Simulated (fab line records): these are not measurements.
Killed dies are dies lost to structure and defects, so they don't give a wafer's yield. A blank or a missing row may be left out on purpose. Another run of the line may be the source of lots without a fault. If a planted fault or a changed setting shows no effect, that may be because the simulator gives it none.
What tool caused it?    flow berkeley-cmos170    13 lots, 39 wafers sampled, at 6 steps of a route of 331

WHAT THE GAUGES SHOWED, per wafer
UCB170_V1_CD_MEAS_90 targets a cd of 700 nm. Usual: 699.0 nm for cd-nm, sd 1.5.
lot   measured      on         cd-nm (nm)         flag
L361  day 8 20:22   cd-sem-02  699.6 700.9 700.4  
L362  day 8 20:53   cd-sem-01  700.4 700.5 698.7  
L364  day 9 18:53   cd-sem-01  700.1 698.3 699.5  
L363  day 9 20:19   cd-sem-01  701.7 701.5 700.6  
L365  day 10 12:20  cd-sem-01  699.8 700.6 697.9  
L367  day 11 04:01  cd-sem-01  - - -              OFF
L369  day 11 05:10  cd-sem-01  - - -              OFF
L378  day 13 06:18  cd-sem-02  699.1 698.8 696.9  
L379  day 13 11:14  cd-sem-01  698.4 697.2 697.5  
L380  day 13 13:21  cd-sem-01  700.0 701.7 700.8  
L383  day 13 23:53  cd-sem-02  698.3 699.1 697.1  
L381  day 14 01:01  cd-sem-02  701.3 698.8 699.3  
L382  day 14 00:50  cd-sem-01  700.9 699.4 700.4  

WHICH TOOL RAN EACH LOT (tool, then ch and the chambers of the sampled wafers, then the start)
lot   UCB170_CONTACT_SOFTBAKE_05         UCB170_CONTACT_ETCH_17              UCB170_M1_ETCH_11                   UCB170_V1_ETCH_14                   UCB170_V1_STRIP_15
L361  litho-track-04 ch 0, day 8 11:43   rie-diel-03 ch 0,1,3, day 8 13:29   rie-diel-03 ch 0,2,3, day 8 15:25   rie-diel-02 ch 0,2,3, day 8 20:05   plasma-asher-01 ch 0,1, day 8 20:16
L362  litho-track-03 ch 0, day 8 12:10   rie-diel-02 ch 0,1,3, day 8 13:59   rie-diel-01 ch 0,1,2, day 8 15:47   rie-diel-03 ch 1,2,3, day 8 20:37   plasma-asher-01 ch 0,1, day 8 20:47
L364  litho-track-03 ch 0, day 9 11:20   rie-diel-04 ch 1,2,3, day 9 12:53   rie-diel-03 ch 0,1, day 9 14:49     rie-diel-01 ch 1,3, day 9 18:35     plasma-asher-01 ch 0,1, day 9 18:46
L363  litho-track-02 ch 0, day 9 11:25   rie-diel-03 ch 1,3, day 9 13:08     rie-diel-01 ch 0,1, day 9 15:09     rie-diel-03 ch 1,2, day 9 20:01     plasma-asher-01 ch 0, day 9 20:11
L365  litho-track-02 ch 0, day 10 03:47  rie-diel-02 ch 1,2, day 10 05:20    rie-diel-01 ch 0,2, day 10 07:15    rie-diel-03 ch 1,2,3, day 10 12:02  plasma-asher-02 ch 0,1, day 10 12:13
L367  litho-track-04 ch 0, day 10 20:07  rie-diel-03 ch 1,2,3, day 10 21:43  rie-diel-03 ch 0,2,3, day 10 23:38  rie-diel-03 ch 0,1,3, day 11 03:43  plasma-asher-01 ch 0,1, day 11 03:54
L369  litho-track-03 ch 0, day 10 20:34  rie-diel-04 ch 0,2, day 10 22:16    rie-diel-01 ch 0,2,3, day 11 00:12  rie-diel-01 ch 2,3, day 11 04:51    plasma-asher-03 ch 0,1, day 11 05:04
L378  litho-track-02 ch 0, day 12 21:34  rie-diel-02 ch 0,2,3, day 12 23:32  rie-diel-01 ch 1,2,3, day 13 01:30  rie-diel-03 ch 0,1,3, day 13 05:59  plasma-asher-02 ch 0,1, day 13 06:10
L379  litho-track-04 ch 0, day 13 02:25  rie-diel-03 ch 1,2, day 13 04:02    rie-diel-04 ch 0,1,2, day 13 06:46  rie-diel-03 ch 0,2, day 13 10:57    plasma-asher-03 ch 0,1, day 13 11:08
L380  litho-track-02 ch 0, day 13 03:03  rie-diel-04 ch 0,3, day 13 04:35    rie-diel-03 ch 1,2, day 13 07:14    rie-diel-02 ch 1,2, day 13 13:03    plasma-asher-02 ch 0,1, day 13 13:14
L383  litho-track-04 ch 0, day 13 13:44  rie-diel-03 ch 0,1,3, day 13 16:11  rie-diel-03 ch 1,2,3, day 13 18:41  rie-diel-02 ch 0,1,2, day 13 23:36  plasma-asher-03 ch 0,1, day 13 23:47
L381  litho-track-02 ch 0, day 13 14:14  rie-diel-03 ch 0,1,2, day 13 16:52  rie-diel-01 ch 1,2,3, day 13 19:53  rie-diel-02 ch 0,1, day 14 00:44    plasma-asher-03 ch 0,1, day 14 00:55
L382  litho-track-04 ch 0, day 13 14:16  rie-diel-02 ch 2,3, day 13 16:26    rie-diel-01 ch 0,1,2, day 13 19:02  rie-diel-03 ch 1,2, day 14 00:29    plasma-asher-01 ch 0,1, day 14 00:42
- UCB170_CONTACT_SOFTBAKE_05: time 61.76 s.
- UCB170_CONTACT_ETCH_17: etches BARC in N2/H2.
- UCB170_M1_ETCH_11: etches BARC in N2/H2.
- UCB170_V1_ETCH_14: etches SiO2 in CHF3/CF4/Ar, stops on Al, target depth 1250 nm, time 291 s.
- UCB170_V1_STRIP_15: strips in O2.

WHAT THE TOOLS THEMSELVES READ (means of the sampled wafers that have a number; where no wafer has one, the mark that the record gives instead)
UCB170_CONTACT_SOFTBAKE_05. Usual: plate-sensor-t-centre-C 131.41 C, standard deviation 0.01; plate-sensor-t-edge-C 131.53 C, standard deviation 0.0093; resist-line-temp-C 23.02 C, standard deviation 0.1.
lot   tool            plate-sensor-t-centre-C (C)  plate-sensor-t-edge-C (C)  resist-line-temp-C (C)  flag
L361  litho-track-04  131.41                       131.54                     22.93                   
L362  litho-track-03  131.41                       131.53                     23.01                   
L364  litho-track-03  131.40                       131.53                     23.03                   
L363  litho-track-02  131.41                       131.53                     23.08                   
L365  litho-track-02  131.40                       131.52                     23.00                   
L367  litho-track-04  131.42                       131.54                     23.06                   
L369  litho-track-03  131.41                       131.53                     23.00                   
L378  litho-track-02  131.42                       131.53                     23.05                   
L379  litho-track-04  131.41                       131.52                     22.89                   
L380  litho-track-02  131.42                       131.52                     23.06                   
L383  litho-track-04  131.41                       131.52                     23.00                   
L381  litho-track-02  131.41                       131.53                     23.09                   
L382  litho-track-04  131.41                       131.53                     23.05                   

UCB170_CONTACT_ETCH_17. Usual: bias-w 100.0 W, standard deviation 0.31; chamber-pressure-mTorr 29.999 mTorr, standard deviation 0.028; drypump-motor-current-A 5.6 A, standard deviation 0.31; h2-flow-sccm 199.9 sccm, standard deviation 0.6; oes-product-au 1.000 a.u., standard deviation 0.02; throttle-valve-pct 13.26 %, standard deviation 0.21.
lot   tool         bias-w (W)  chamber-pressure-mTorr (mTorr)  drypump-motor-current-A (A)  h2-flow-sccm (sccm)  oes-product-au (a.u.)  throttle-valve-pct (%)  flag
L361  rie-diel-03  100.0       30.006                          5.4                          199.9                0.980                  13.39                   
L362  rie-diel-02  100.1       30.017                          5.4                          199.8                0.999                  13.21                   
L364  rie-diel-04  100.1       30.006                          5.8                          200.0                1.001                  13.23                   
L363  rie-diel-03  99.9        29.986                          5.5                          200.2                0.989                  13.38                   
L365  rie-diel-02  100.3       30.017                          5.5                          199.0                1.008                  13.05                   
L367  rie-diel-03  100.3       30.007                          5.7                          200.0                0.990                  13.27                   
L369  rie-diel-04  99.7        30.006                          6.0                          199.8                0.994                  13.41                   
L378  rie-diel-02  99.8        29.992                          5.4                          199.8                1.011                  13.23                   
L379  rie-diel-03  100.0       30.003                          6.0                          199.8                1.011                  13.32                   
L380  rie-diel-04  100.0       30.017                          5.6                          199.8                1.005                  13.31                   
L383  rie-diel-03  99.6        30.024                          5.3                          200.0                0.972                  13.38                   
L381  rie-diel-03  99.9        30.021                          5.7                          199.8                0.992                  13.43                   
L382  rie-diel-02  100.5       29.991                          5.5                          200.1                1.010                  13.24                   

UCB170_M1_ETCH_11. Usual: bias-w 100.03 W, standard deviation 0.29; chamber-pressure-mTorr 30.003 mTorr, standard deviation 0.027; drypump-motor-current-A 5.6 A, standard deviation 0.41; h2-flow-sccm 200.0 sccm, standard deviation 0.61; oes-product-au 1.005 a.u., standard deviation 0.025; throttle-valve-pct 13.25 %, standard deviation 0.25.
lot   tool         bias-w (W)  chamber-pressure-mTorr (mTorr)  drypump-motor-current-A (A)  h2-flow-sccm (sccm)  oes-product-au (a.u.)  throttle-valve-pct (%)  flag
L361  rie-diel-03  100.10      30.004                          5.6                          200.4                0.994                  13.28                   
L362  rie-diel-01  99.85       30.004                          5.4                          200.6                1.022                  13.19                   
L364  rie-diel-03  100.30      30.031                          5.5                          200.3                0.974                  13.55                   
L363  rie-diel-01  99.76       30.005                          5.3                          199.2                1.000                  13.41                   
L365  rie-diel-01  99.97       30.017                          5.1                          200.5                1.019                  13.30                   
L367  rie-diel-03  100.12      30.022                          5.6                          199.1                0.993                  13.27                   
L369  rie-diel-01  100.27      29.997                          5.5                          200.2                1.025                  13.17                   
L378  rie-diel-01  100.04      29.980                          5.8                          200.6                1.019                  13.07                   
L379  rie-diel-04  100.00      30.012                          5.9                          199.7                0.986                  13.18                   
L380  rie-diel-03  99.96       30.022                          6.0                          200.3                1.008                  13.34                   
L383  rie-diel-03  100.02      29.998                          5.7                          199.7                0.998                  13.28                   
L381  rie-diel-01  99.99       30.006                          5.8                          200.1                1.025                  13.08                   
L382  rie-diel-01  99.75       30.008                          5.4                          200.2                1.021                  13.20                   

UCB170_V1_ETCH_14. Usual: CHF3_flow_sccm 45.00 sccm, standard deviation 0.14; cf4-flow-sccm 15.00 sccm, standard deviation 0.045; drypump-motor-current-A 5.5 A, standard deviation 0.36; mfc-ar-sccm 150.0 sccm, standard deviation 0.44; oes-product-au 0.873 a.u., standard deviation 0.011; throttle-valve-pct 6.92 %, standard deviation 0.13.
lot   tool         CHF3_flow_sccm (sccm)  cf4-flow-sccm (sccm)  drypump-motor-current-A (A)  mfc-ar-sccm (sccm)  oes-product-au (a.u.)  throttle-valve-pct (%)  flag
L361  rie-diel-02  44.93                  14.97                 5.5                          150.0               0.881                  6.94                    
L362  rie-diel-03  45.00                  15.03                 5.7                          149.7               0.865                  6.89                    
L364  rie-diel-01  45.06                  15.01                 6.1                          150.7               0.885                  6.83                    
L363  rie-diel-03  44.90                  15.00                 6.1                          150.1               0.874                  6.88                    
L365  rie-diel-03  44.91                  14.98                 5.7                          150.4               0.866                  6.88                    
L367  rie-diel-03  -                      -                     -                            -                   -                      -                       OFF
L369  rie-diel-01  -                      -                     -                            -                   -                      -                       OFF
L378  rie-diel-03  45.02                  15.02                 5.4                          149.6               0.862                  6.98                    
L379  rie-diel-03  44.97                  14.98                 5.6                          149.6               0.865                  6.99                    
L380  rie-diel-02  44.88                  15.04                 5.5                          150.0               0.868                  6.86                    
L383  rie-diel-02  45.04                  14.97                 5.5                          150.4               0.874                  6.88                    
L381  rie-diel-02  44.86                  15.01                 5.5                          149.7               0.876                  6.92                    
L382  rie-diel-03  45.06                  15.01                 6.0                          149.9               0.876                  6.87                    

UCB170_V1_STRIP_15. Usual: drypump-motor-current-A 5.8 A, standard deviation 0.67; oes-product-au 0.722 a.u., standard deviation 0.0043; strip-time-to-endpoint-s 15.40 s, standard deviation 0.11.
lot   tool             drypump-motor-current-A (A)  oes-product-au (a.u.)  strip-time-to-endpoint-s (s)  flag
L361  plasma-asher-01  5.4                          0.726                  15.39                         
L362  plasma-asher-01  5.4                          0.723                  15.26                         
L364  plasma-asher-01  5.8                          0.720                  15.20                         
L363  plasma-asher-01  5.0                          0.721                  15.34                         
L365  plasma-asher-02  5.2                          0.725                  15.37                         
L367  plasma-asher-01  5.3                          0.735                  21.58                         OFF
L369  plasma-asher-03  6.4                          0.732                  21.68                         OFF
L378  plasma-asher-02  5.0                          0.721                  15.43                         
L379  plasma-asher-03  6.4                          0.720                  15.47                         
L380  plasma-asher-02  5.2                          0.723                  15.47                         
L383  plasma-asher-03  6.4                          0.722                  15.43                         
L381  plasma-asher-03  6.4                          0.721                  15.45                         
L382  plasma-asher-01  5.8                          0.720                  15.49                         

THE ANSWER, worked out from the rows above alone
Rule: a lot is off if the mean of its wafers that have a number lies more than 3 standard deviations from the usual mean. A lot without any number at a reading at which 4 lots or more have one is off too. Where the step has rows for the other lots, those lots are counted as sound. After the gauges, taken in route order, come the tools' own readings; for these a lot's mean is taken, as printed above. At the first step where some lot is off, the reading lying furthest off is the one used; lots without a number count as furthest.
Off at UCB170_V1_CD_MEAS_90 (cd-nm): L367, L369. Without a number there: L367, L369.
If a tool, at a process step before that reading, ran all the lots that are off and no sound lot after the first of them, it fits. Not tried: the gauges at UCB170_V1_CD_MEAS_90; whatever is off there is also off at UCB170_V1_ETCH_14, on other tools, and gauge error can't account for it. Of those tried, none fits.

WHAT THE SIMULATOR HAD PUT IN
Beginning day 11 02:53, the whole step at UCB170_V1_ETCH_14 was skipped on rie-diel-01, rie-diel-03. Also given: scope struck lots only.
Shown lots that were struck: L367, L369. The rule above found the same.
